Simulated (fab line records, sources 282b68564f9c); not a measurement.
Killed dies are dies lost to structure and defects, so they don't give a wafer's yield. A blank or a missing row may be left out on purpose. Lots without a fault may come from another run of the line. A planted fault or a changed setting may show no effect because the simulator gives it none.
Split-lot experiment | flow rit_cmos | 5 lots, 23 wafers read, on a route of 202 steps

THE SPLIT
At RIT_PRETRO_COAT_01 (resist thk 1300 nm), the setting spin_rpm was moved away from the recipe's 2000 rpm on 7 of the 23 wafers read, by -4.4% to +7.5%. The other wafers ran this setting at the recipe's value.

FROM THE SPLIT TO THE READING: what the file shows between them, 3 steps
- RIT_PRETRO_SOFTBAKE_02: time 60 s
- RIT_PRETRO_EXPOSE_03: exposes mask M5, target cd 43700 nm
- RIT_PRETRO_DEVELOP_05: develop time 68 s

THE READING
NOVOLAK_of_PRETRO_COAT_01.thk_nm (the simulator's own value, which no gauge read), in nm, at RIT_PRETRO_HARDBAKE_07 (time 120 s). The file gives no usual value for it. The 16 wafers here that ran the recipe average 1136 nm, standard deviation 3 nm.

wafer  | tool, chamber at the split | spin_rpm as run, rpm | against the recipe | NOVOLAK_of_PRETRO_COAT_01.thk_nm, nm | against lot-mates on the recipe
L074.1 | litho_track-04, 0          | 1912                 | -4.4%              | 1165                                 | +28
L074.2 | litho_track-04, 0          | 1912                 | -4.4%              | 1164                                 | +26
L074.5 | litho_track-04, 0          | 1912                 | -4.4%              | 1164                                 | +26
L074.3 | litho_track-04, 0          | 2000                 | recipe             | 1137                                 | -
L074.4 | litho_track-04, 0          | 2000                 | recipe             | 1138                                 | -
L078.1 | litho_track-03, 0          | 2000                 | recipe             | 1133                                 | -
L078.2 | litho_track-03, 0          | 2000                 | recipe             | 1133                                 | -
L078.5 | litho_track-03, 0          | 2000                 | recipe             | 1133                                 | -
L078.3 | litho_track-03, 0          | 2000                 | recipe             | 1132                                 | -
L078.6 | litho_track-03, 0          | 2000                 | recipe             | 1136                                 | -
L079.2 | litho_track-04, 0          | 2000                 | recipe             | 1144                                 | -
L079.3 | litho_track-04, 0          | 2149                 | +7.5%              | 1101                                 | -40
L079.4 | litho_track-04, 0          | 2000                 | recipe             | 1140                                 | -
L079.6 | litho_track-04, 0          | 2000                 | recipe             | 1140                                 | -
L079.5 | litho_track-04, 0          | 2149                 | +7.5%              | 1104                                 | -37
L084.1 | litho_track-04, 0          | 2132                 | +6.6%              | 1103                                 | -33
L084.2 | litho_track-04, 0          | 2132                 | +6.6%              | 1100                                 | -36
L084.3 | litho_track-04, 0          | 2000                 | recipe             | 1135                                 | -
L084.5 | litho_track-04, 0          | 2000                 | recipe             | 1135                                 | -
L084.6 | litho_track-04, 0          | 2000                 | recipe             | 1137                                 | -
L085.2 | litho_track-02, 0          | 2000                 | recipe             | 1135                                 | -
L085.4 | litho_track-02, 0          | 2000                 | recipe             | 1137                                 | -
L085.5 | litho_track-02, 0          | 2000                 | recipe             | 1137                                 | -

THE FIT
A straight line over all 23 wafers: NOVOLAK_of_PRETRO_COAT_01.thk_nm changes by -5.27 nm for each +1% of spin_rpm; r = -0.98; the points scatter about the line by 3.5 nm.
The same after taking each lot's own level away (the mean of its wafers on the recipe; 23 wafers): -5.44 nm for each +1%; r = -1.00; scatter 1.7 nm.
On that fit, the largest move of spin_rpm shifts the reading by 41 nm.
The lots' own levels span 1133.4 to 1141.3 nm, that is 2.6 times the standard deviation above.
So the lot-to-lot level changes the slope little: the two slopes agree.
Check: with one of the wafers moved furthest among these (+7.5%) left out of the fit, the line predicts -39.7 nm for it against its lot-mates. It came out at -40.3 nm against them.

OTHER SPLITS ON THESE WAFERS
These wafers also went through other splits before the reading. Each is held against what the fit with the lots' levels taken away leaves over:
other split on the same wafers | wafers away from the commonest value | r with NOVOLAK_of_PRETRO_COAT_01.thk_nm (lot level and that fit taken away)
RIT_ACTIVE_OXIDATION_01 temp_c | 10                                   | -0.17
RIT_ACTIVE_COAT_06 spin_rpm    | 11                                   | -0.24
RIT_FOX2_OXIDATION_00 temp_c   | 18                                   | +0.23
RIT_FOX2_WET_ETCH_03 time_s    | 18                                   | -0.31
RIT_NWELL_IMPLANT_08 dose_cm2  | 4                                    | -0.06
RIT_PWELL_IMPLANT_08 dose_cm2  | 10                                   | -0.15

THE WHOLE CHAIN: every reading that the file lists as answering this split, in the file's order
step                   | what it does       | reading                                                                           | change (the file's fit)              | r (the file's)
RIT_PRETRO_COAT_01     | resist thk 1300 nm | NOVOLAK_of_PRETRO_COAT_01.thk_nm (the simulator's own value, which no gauge read) | -6.19 nm for each +1% of the setting | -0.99
RIT_PRETRO_HARDBAKE_07 | time 120 s         | NOVOLAK_of_PRETRO_COAT_01.thk_nm (the simulator's own value, which no gauge read) | -5.33 nm for each +1% of the setting | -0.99

THE FILE'S OWN FIT
NOVOLAK_of_PRETRO_COAT_01.thk_nm changes by -5.33 nm for each +1% of spin_rpm, r = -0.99.
